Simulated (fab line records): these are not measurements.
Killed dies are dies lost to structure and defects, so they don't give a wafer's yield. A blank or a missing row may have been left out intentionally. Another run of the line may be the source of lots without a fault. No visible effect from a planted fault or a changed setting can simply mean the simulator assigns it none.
Problem report in the 8D (eight disciplines) form, filled by code || flow berkeley-cmos170 || the parts of the form that need people (team, actions taken, sign-off) are left out

1. PROBLEM STATEMENT
GATE_OXIDE_THK at UCB170_GATE_THK_MEAS_02 reads a mean of 5.29 nm on 9 wafers of 3 lots; wafers without a fault read 6.57 nm with a standard deviation of 0.11. Measured from the usual mean, that is -12 standard deviations.
Earliest sighting: wafer L106.1 on film-metro-03 at day 8 09:13. At this step, 45 wafers from 15 lots have a number in the record. Rule for "out" (also "out of limits"): further than 4 standard deviations from the usual mean. The rest of the wafers with a number are treated as sound.

2. WHAT THIS IS AND IS NOT
{"question": "which readings at this step", "is": "GATE_OXIDE_THK", "is not": "-"}
{"question": "which lots", "is": "L106, L107, L108", "is not": "L100, L101, L102, L103, L104, L105, L115, L995, L996, L997, L998, L999"}
{"question": "which wafers of those lots", "is": "all that have a number", "is not": "-"}
{"question": "read on which gauges", "is": "film-metro-01, film-metro-02, film-metro-03", "is not": "-"}
{"question": "when", "is": "from day 8 09:13", "is not": "up to then (33 sound wafers); but 3 sound wafers of L115 came after"}

3. THE SUSPECTS, EACH WITH WHAT RULES IT OUT
Counting: a tool at any process step up to the reading remains a suspect when it ran all the lots that are out and ran no sound lot after the first of those.
- ruled out: the gauge at UCB170_GATE_THK_MEAS_02. The wafers that are out were read on 3 gauges (film-metro-01, film-metro-02, film-metro-03).
- furnace-01 at UCB170_GATE_OXIDATION_01 (target thk 6.6 nm, ox time 1800 s): kept. It ran every lot that is out, first L106 (day 8 07:43), and no sound lot after that; its last sound lot up to then is L102 (day 7 13:32). On those wafers its own readings are out: spike-tc-centre-C, spike-tc-load-C, spike-tc-source-C, tube-center-temp-C, tube_center_temp_C_max.
After counting, what remains is furnace-01 at UCB170_GATE_OXIDATION_01.

4. THE CAUSE (what the simulator had put in)
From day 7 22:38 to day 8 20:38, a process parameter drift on furnace-01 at UCB170_GATE_OXIDATION_01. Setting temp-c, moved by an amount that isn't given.
The count eliminated every tool but this one.

5. THE EFFECT CHAIN, in route order
One row per reading whose mean, taken over the struck wafers that have a number, lies over 3 standard deviations from the usual. Scope: only readings with a usual standard deviation given in the record; hours: median across lots of the time from each lot's start at the first step in this table that gives one to its start at this step; sigmas: change in usual standard deviations.
{"hours": 0, "step": "UCB170_GATE_OXIDATION_01", "reading": "spike-tc-centre-C", "usual": "852.1 C", "on struck wafers": 832.9, "change": -19.2, "sigmas": -17}
{"hours": 0, "step": "UCB170_GATE_OXIDATION_01", "reading": "spike-tc-load-C", "usual": "873 C", "on struck wafers": 850, "change": -23, "sigmas": -7.6}
{"hours": 0, "step": "UCB170_GATE_OXIDATION_01", "reading": "spike-tc-source-C", "usual": "871.7 C", "on struck wafers": 854.9, "change": -16.8, "sigmas": -6.5}
{"hours": 0, "step": "UCB170_GATE_OXIDATION_01", "reading": "tube-center-temp-C", "usual": "850 C", "on struck wafers": 831, "change": -19, "sigmas": "-99 or more"}
{"hours": 0, "step": "UCB170_GATE_OXIDATION_01", "reading": "tube_center_temp_C_max", "usual": 852.2, "on struck wafers": 833.6, "change": -18.6, "sigmas": -47}
{"hours": 2, "step": "UCB170_GATE_THK_MEAS_02", "reading": "GATE_OXIDE_THK", "usual": "6.57 nm", "on struck wafers": 5.29, "change": -1.28, "sigmas": -12}
Its process steps:
- UCB170_GATE_OXIDATION_01: target thk 6.6 nm, ox time 1800 s.
Later steps that measure or inspect, where all struck wafers having a row at the step show a number for every such reading and not one has moved that far: UCB170_GATE_THK_MEAS_05.

6. HOW IT WOULD HAVE BEEN CAUGHT EARLIER
11 hours passed between the start of the fault at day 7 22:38 and the first reading out of limits at a measuring or inspecting step in this record, taken at day 8 09:13.
At UCB170_GATE_OXIDATION_01, the tool's own readings (spike-tc-centre-C, spike-tc-load-C, spike-tc-source-C, tube-center-temp-C, tube_center_temp_C_max) were out on each struck wafer the step has a row for, so an alarm limit on them would have fired on the first such wafer.
By day 8 09:13, every lot that is out (3) had started UCB170_GATE_OXIDATION_01 on furnace-01. Had the tool been put on hold then, not one of them would have been saved.
